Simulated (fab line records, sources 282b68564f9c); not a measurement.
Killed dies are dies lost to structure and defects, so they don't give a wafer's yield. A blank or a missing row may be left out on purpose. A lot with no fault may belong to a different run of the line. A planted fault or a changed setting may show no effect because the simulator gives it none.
fab line records | flow ritCmos
[record] lots = 6 wafers = 18 lastDay = 19
route steps=202 shown NLDD@110 PLDD@114 M1@202
lots that met no fault: from a run of the same line without faults
startH: the number of hours between the record's first day and the start of the first shown wafer of the lot | waitH: hours from the lot's prior step to this one | " unchanged from the row above | L1.1+2: several wafers, shown together as one row | - no value present, or no start provided | * or withheld: withheld | < > ~ a bound
route shown NAME@n: a module of which the file shows steps, and the number in the route of the first | usual: the fault-free wafers' mean and standard deviation | same: alike in all rows | chamber/n: place in a boat | sites: readings site by site | _std_site: the standard deviation of these | _edge_site: inner sites' mean taken away from outer sites' mean | radiusMm: for every site, how far away it sits from the centre of the wafer | mask NAME#n: copy n | behind: tool/chamber where the wafer was last shaped | hold: what put the lot on hold/how long, in hours/how the hold closed | device: whichever transistor did not switch (one of n, p or np) | end of line: tests of these same wafers at the route's end | a step without rows: its recipe alone | killed: not the wafer's yield, but the dies lost to structure and defects at the first sort | map: dies across one wafer; x = killed, . = not, _ = none there
set.NAME: the run value of the setting; set.NAME@STEP: its run value at that earlier step | model.NAME: the simulator's own value behind a step, which no gauge read
a table for each step, a row for each wafer; lots at some steps of the route
services: from which hour (startH, from the record's first day; less than 0 if before it) a tool's chamber was out of use, for how many hours, and why
[[steps]]
[step RIT_NLDD_HARDBAKE_07]
[recipe] resist = NOVOLAK tempC = 140 timeS = 60
[step RIT_NLDD_IMPLANT_08]
[recipe] species = P energyKev = 20 doseCm2 = 5e+14 tiltDeg = 7
[step RIT_NLDD_STRIP_09]
[recipe] chemistry = O2 timeS = 180 resist = NOVOLAK platenTempC = withheld powerW = 500 pressureMtorr = 4000 o2FlowSccm = 4000
[usual] drypumpMotorCurrentA = 6.1/0.41
// columns lot.wafer tool chamber startH waitH drypumpMotorCurrentA rfHoursCounterH
L723.3 plasmaAsher-03 0 43.42 0.1 6.8 -
L723.4 " 1 " " 6.3 -
L723.6 " 1 " " 6.3 -
L727.3 plasmaAsher-02 1 72.83 0.1 5.8 -
L727.4 " 0 " " 5.7 -
L727.6 " 1 " " 5.8 -
L736.2 plasmaAsher-02 0 117.66 0.1 5.6 42
L736.3 " 1 " " 5.9 -
L736.5 " 0 " " 5.7 -
L738.1 plasmaAsher-01 1 125.35 0.1 6.4 1
L738.3 " 0 " " 5.7 -
L738.5 " 0 " " 5.6 -
L746.1 plasmaAsher-01 1 158.43 0.1 6.4 4
L746.3 " 1 " " 6.4 -
L746.4 " 0 " " 5.6 -
L745.1 plasmaAsher-01 0 433.41 0.1 5.7 33
L745.3 " 0 " " 5.7 -
L745.6 " 0 " " 5.7 -
[step RIT_NLDD_TW_MEAS_10]
[usual] NLDD_TW = 2481/15
// columns lot.wafer tool chamber startH waitH NLDD_TW
L723.3 filmMetro-03 - 43.56 0.1 2468
L723.4 " - " " 2463
L723.6 " - " " 2473
L727.3 filmMetro-01 - 72.97 0.1 2480
L727.4 " - " " 2494
L727.6 " - " " 2495
L736.2 filmMetro-03 - 117.84 0.1 2474
L736.3 " - " " 2463
L736.5 " - " " 2462
L738.1 filmMetro-03 - 125.52 0.1 2469
L738.3 " - " " 2468
L738.5 " - " " 2472
L746.1 filmMetro-01 - 158.60 0.1 2476
L746.3 " - " " 2478
L746.4 " - " " 2490
L745.1 filmMetro-03 - 433.58 0.1 2458
L745.3 " - " " 2463
L745.6 " - " " 2463
[step RIT_PLDD_HMDS_00]
[recipe] primeTimeS = 60 primeTempC = 140
[step RIT_PLDD_COAT_01]
[recipe] resist = NOVOLAK spinRpm = 3250 resistThkNm = 1000
[step RIT_PLDD_SOFTBAKE_02]
[recipe] resist = NOVOLAK tempC = 90 timeS = 60
[step RIT_PLDD_EXPOSE_03]
[recipe] maskId = M8 na = 0.57 targetCdNm = 40900 doseMj = 250
[step RIT_PLDD_PEB_04]
[recipe] resist = NOVOLAK tempC = withheld timeS = withheld
[step RIT_PLDD_DEVELOP_05]
[recipe] resist = NOVOLAK developTimeS = 50 devTempC = 23
[step RIT_PLDD_OVL_MEAS_06]
[usual] PLDD_OVL = -0.9/1.3
// columns lot.wafer tool chamber startH waitH PLDD_OVL[nm]
L723.3 overlay-01 - 44.46 - 0.0
L723.4 " - " " 1.1
L723.6 " - " " 0.7
L727.3 overlay-01 - 74.00 - -1.5
L727.4 " - " " -1.1
L727.6 " - " " -1.1
L736.2 overlay-02 - 118.90 - 1.2
L736.3 " - " " -1.4
L736.5 " - " " 0.0
L738.1 overlay-01 - 126.43 - -0.4
L738.3 " - " " -1.1
L738.5 " - " " -0.8
L746.1 overlay-01 - 159.64 - 0.9
L746.3 " - " " 0.2
L746.4 " - " " -1.0
L745.1 overlay-01 - 434.55 - -0.6
L745.3 " - " " -1.8
L745.6 " - " " -1.5
[step RIT_PLDD_HARDBAKE_07]
[recipe] resist = NOVOLAK tempC = 140 timeS = 60
[step RIT_PLDD_IMPLANT_08]
[recipe] species = BF2 energyKev = 20 doseCm2 = 9e+14 tiltDeg = 7
[usual] beamEnergyKeV = 20.000/0.0063 doseIonsCm2 = 9e+14/9.2e+11
// columns lot.wafer tool chamber startH waitH beamEnergyKeV doseIonsCm2 model.implant.drpNm
L723.3 implanter-01 0 44.68 0.1 19.993 9e+14 9.752
L723.4 " 0 " " 20.000 9e+14 9.752
L723.6 " 0 " " 19.990 8.986e+14 9.752
L727.3 implanter-03 0 74.22 0.1 19.996 9.005e+14 9.752
L727.4 " 0 " " 20.003 9.01e+14 9.752
L727.6 " 0 " " 20.007 8.991e+14 9.752
L736.2 implanter-01 0 119.10 0.1 20.185 8.986e+14 9.816
L736.3 " 0 " " 20.183 9.006e+14 9.816
L736.5 " 0 " " 20.186 8.99e+14 9.816
L738.1 implanter-01 0 126.62 0.1 20.193 8.997e+14 9.816
L738.3 " 0 " " 20.191 9.009e+14 9.816
L738.5 " 0 " " 20.184 9.001e+14 9.816
L746.1 implanter-03 0 159.82 0.1 19.992 9e+14 9.752
L746.3 " 0 " " 19.993 8.988e+14 9.752
L746.4 " 0 " " 19.994 9e+14 9.752
L745.1 implanter-03 0 434.73 0.1 19.995 8.996e+14 9.752
L745.3 " 0 " " 20.007 9.006e+14 9.752
L745.6 " 0 " " 20.005 8.993e+14 9.752
[step RIT_PLDD_STRIP_09]
[recipe] chemistry = O2 timeS = 180 resist = NOVOLAK platenTempC = withheld powerW = 500 pressureMtorr = 4000 o2FlowSccm = 4000
[usual] drypumpMotorCurrentA = 6.2/0.37
// columns lot.wafer tool chamber startH waitH drypumpMotorCurrentA rfHoursCounterH
L723.3 plasmaAsher-04 1 44.84 0.1 6.2 -
L723.4 " 0 " " 6.0 -
L723.6 " 1 " " 6.2 -
L727.3 plasmaAsher-02 0 74.38 0.1 5.6 -
L727.4 " 1 " " 5.8 -
L727.6 " 0 " " 5.7 -
L736.2 plasmaAsher-02 0 119.23 0.1 5.7 42
L736.3 " 0 " " 5.7 -
L736.5 " 0 " " 5.7 -
L738.1 plasmaAsher-02 0 126.77 0.1 5.7 43
L738.3 " 0 " " 5.6 -
L738.5 " 1 " " 5.8 -
L746.1 plasmaAsher-03 1 159.97 0.1 6.3 53
L746.3 " 0 " " 6.8 -
L746.4 " 1 " " 6.3 -
L745.1 plasmaAsher-04 0 434.88 0.1 6.0 68
L745.3 " 1 " " 6.2 -
L745.6 " 0 " " 6.0 -
[step RIT_M1_PROBE_99]
[usual] killedAtContacts = 0.1/0.27 killedAtFrontEnd = 6/3 killedDies = 7/3 killedOnRim = 1.7/1.4 killedOpen = 3.1/2 killedShort = 3.4/2
[same] grossDies = 264 killed_at_M0_to_M3 = 0 killed_at_M4_up = 0 killedAtBackSide = 0 killedAtOther = 0
// columns lot.wafer tool chamber startH waitH killedAtContacts killedAtFrontEnd killedDies killedOnRim killedOpen killedShort
L723.3 prober-01 - 58.78 0.2 0 11 11 4 8 3
L723.4 prober-01 - 58.83 0.2 0 7 7 2 1 6
L723.6 prober-01 - 58.93 0.2 0 10 10 3 6 4
L746.1 prober-01 - 173.51 0.1 0 4 4 0 1 3
L746.3 prober-01 - 173.61 0.2 0 4 4 1 1 3
L746.4 prober-01 - 173.66 0.2 0 5 5 1 1 4
// killed by level:class
L723.3 FOX1:geometricParticle:short=3 SPACER:geometricParticle:open=3 FOX1:geometricParticle:open=2 FOX2:geometricParticle:open=1 GATE:geometricParticle:open=1 SILICIDE:geometricParticle:open=1
L723.4 GATE:geometricParticle:short=4 FOX1:geometricParticle:short=1 FOX1:geometricParticle:open=1 SPACER:geometricParticle:short=1
L723.6 GATE:geometricParticle:open=4 GATE:geometricParticle:short=3 FOX2:geometricParticle:open=1 REOX:geometricParticle:short=1 SILICIDE:geometricParticle:open=1
L746.1 GATE:geometricParticle:short=2 REOX:geometricParticle:open=1 REOX:geometricParticle:short=1
L746.3 GATE:geometricParticle:short=2 FOX1:geometricParticle:short=1 GATE:geometricParticle:open=1
L746.4 GATE:geometricParticle:short=4 FOX2:geometricParticle:open=1
[[services]]
// columns tool chamber startH hours kind
plasmaAsher-02 - 26.21 1.6 repair
implanter-01 - 30.53 3.9 pm
plasmaAsher-03 - 56.59 2.4 repair
implanter-01 - 97.06 5.9 repair
implanter-03 - 99.37 18.6 repair
plasmaAsher-02 - 105.02 4.3 repair
plasmaAsher-01 - 108.75 9.0 pm
plasmaAsher-01 0 108.75 9.0 ventCycle
plasmaAsher-02 - 135.24 0.7 repair
plasmaAsher-04 - 162.32 2.8 pm
implanter-03 - 197.32 2.6 repair
implanter-03 - 204.08 2.3 repair
implanter-03 - 243.19 1.1 repair
implanter-03 - 259.04 85.8 pm
plasmaAsher-01 - 260.83 2.8 pm
plasmaAsher-01 - 279.26 0.9 repair
plasmaAsher-03 - 373.70 14.6 pm
plasmaAsher-02 - 420.17 1.0 repair
plasmaAsher-02 - 421.25 9.0 pm
plasmaAsher-02 0 421.25 9.0 ventCycle
plasmaAsher-02 1 421.25 9.0 ventCycle
plasmaAsher-02 0 430.25 - clean
plasmaAsher-02 1 430.25 - clean
implanter-01 - 433.68 3.0 pm
[[key]]
[firstSign] step = RIT_PLDD_IMPLANT_08 reading = beamEnergyKeV direction = up sigmas = 30 usual = 20.000 struck = 20.187
effect none on later readings
[modelEffect] step = RIT_PLDD_IMPLANT_08 value = implant.drpNm without = 9.752 struck = 9.816
metAt RIT_PLDD_IMPLANT_08
struckWafers L736.2,L736.3,L736.5,L738.1,L738.3,L738.5
testerLeftOut L736,L738
onsetBetween 44.68 119.10
[fault] kind = processParameterDrift tool = implanter-01 chamber = - onsetH = 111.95 steps = RIT_PLDD_IMPLANT_08 channel = energyKev offset = 0.18679 shape = step endH = 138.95 actsIn = theseRecipesOnly stated = 20
// testerLeftOut: of these lots the tester's yield and bins aren't shown, on N5 and GAA mostly nor the transistor test; their killed dies are dies lost to structure and defects alone, not to doping, threshold or leakage, so they don't give the yield
